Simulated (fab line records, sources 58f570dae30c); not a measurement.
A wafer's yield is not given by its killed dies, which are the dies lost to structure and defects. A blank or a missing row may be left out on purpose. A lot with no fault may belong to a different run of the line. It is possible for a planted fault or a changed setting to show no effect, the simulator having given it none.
Split-lot trial    flow berkeley-cmos170    on a route of 331 steps: 5 lots, 23 wafers read

THE SPLIT ITSELF
At UCB170_GATE_EXPOSE_09 (exposes mask POLY, target cd 350 nm), the setting dose-mj was moved away from the recipe's 21 on 7 of the 23 wafers read, by -2.6% to +6.0%. All remaining wafers had this setting at the recipe value.

FROM THE SPLIT TO THE READING: what the file shows between them, 2 steps
- UCB170_GATE_PEB_10
- UCB170_GATE_DEVELOP_11: develop time 45 s

THE READING
cd-nm (nm) at UCB170_GATE_CD_MEAS_12, where the cd target is 350 nm. A value of 350.2 nm with a standard deviation of 1.4 nm is what fault-free wafers of this fab line usually give.

wafer   tool, chamber at the split  dose-mj as run  against the recipe  cd-nm, nm  against lot-mates on the recipe
L075.1  krf-scanner-01, 0           21.48           +2.3%               346.9      -3.2
L075.2  krf-scanner-01, 0           21.48           +2.3%               347.5      -2.6
L075.3  krf-scanner-01, 0           21              recipe              350.0      -
L075.4  krf-scanner-01, 0           21              recipe              350.4      -
L075.5  krf-scanner-01, 0           21              recipe              350.0      -
L079.2  krf-scanner-02, 0           21              recipe              352.7      -
L079.3  krf-scanner-02, 0           21              recipe              350.7      -
L079.4  krf-scanner-02, 0           21              recipe              351.9      -
L079.5  krf-scanner-02, 0           21              recipe              351.7      -
L079.6  krf-scanner-02, 0           21              recipe              350.5      -
L082.1  krf-scanner-01, 0           22.25           +6.0%               340.1      -10.4
L082.2  krf-scanner-01, 0           21              recipe              350.6      -
L082.4  krf-scanner-01, 0           21              recipe              350.5      -
L082.5  krf-scanner-01, 0           22.25           +6.0%               340.9      -9.6
L082.6  krf-scanner-01, 0           21              recipe              350.3      -
L083.1  krf-scanner-01, 0           20.46           -2.6%               355.6      +6.3
L083.2  krf-scanner-01, 0           20.46           -2.6%               353.7      +4.4
L083.3  krf-scanner-01, 0           21              recipe              350.4      -
L083.4  krf-scanner-01, 0           21              recipe              348.2      -
L083.6  krf-scanner-01, 0           20.46           -2.6%               354.6      +5.3
L084.1  krf-scanner-02, 0           21              recipe              350.4      -
L084.2  krf-scanner-02, 0           21              recipe              349.2      -
L084.5  krf-scanner-02, 0           21              recipe              350.1      -

THE FIT
A straight line over all 23 wafers: cd-nm changes by -1.64 nm for each +1% of dose-mj; r = -0.97; the points scatter about the line by 0.95 nm.
The same after taking each lot's own level away (the mean of its wafers on the recipe; 23 wafers): -1.73 nm for each +1%; r = -0.98; scatter 0.77 nm.
According to that fit, moving dose-mj by its largest amount changes the reading by 10 nm.
Across the lots, their own levels run from 349.30 to 351.50 nm, a range of 1.6 times the standard deviation given above.
So the lot-to-lot level changes the slope little: the two slopes agree.
Check: -9.92 nm against its lot-mates is what the line predicts for one of the wafers moved furthest among these (+6.0%) when that wafer is left out of the fit. It came out at -10.4 nm against them.

THE FILE'S OWN FIT
cd-nm changes by -1.69 nm for each +1% of dose-mj, r = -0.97.
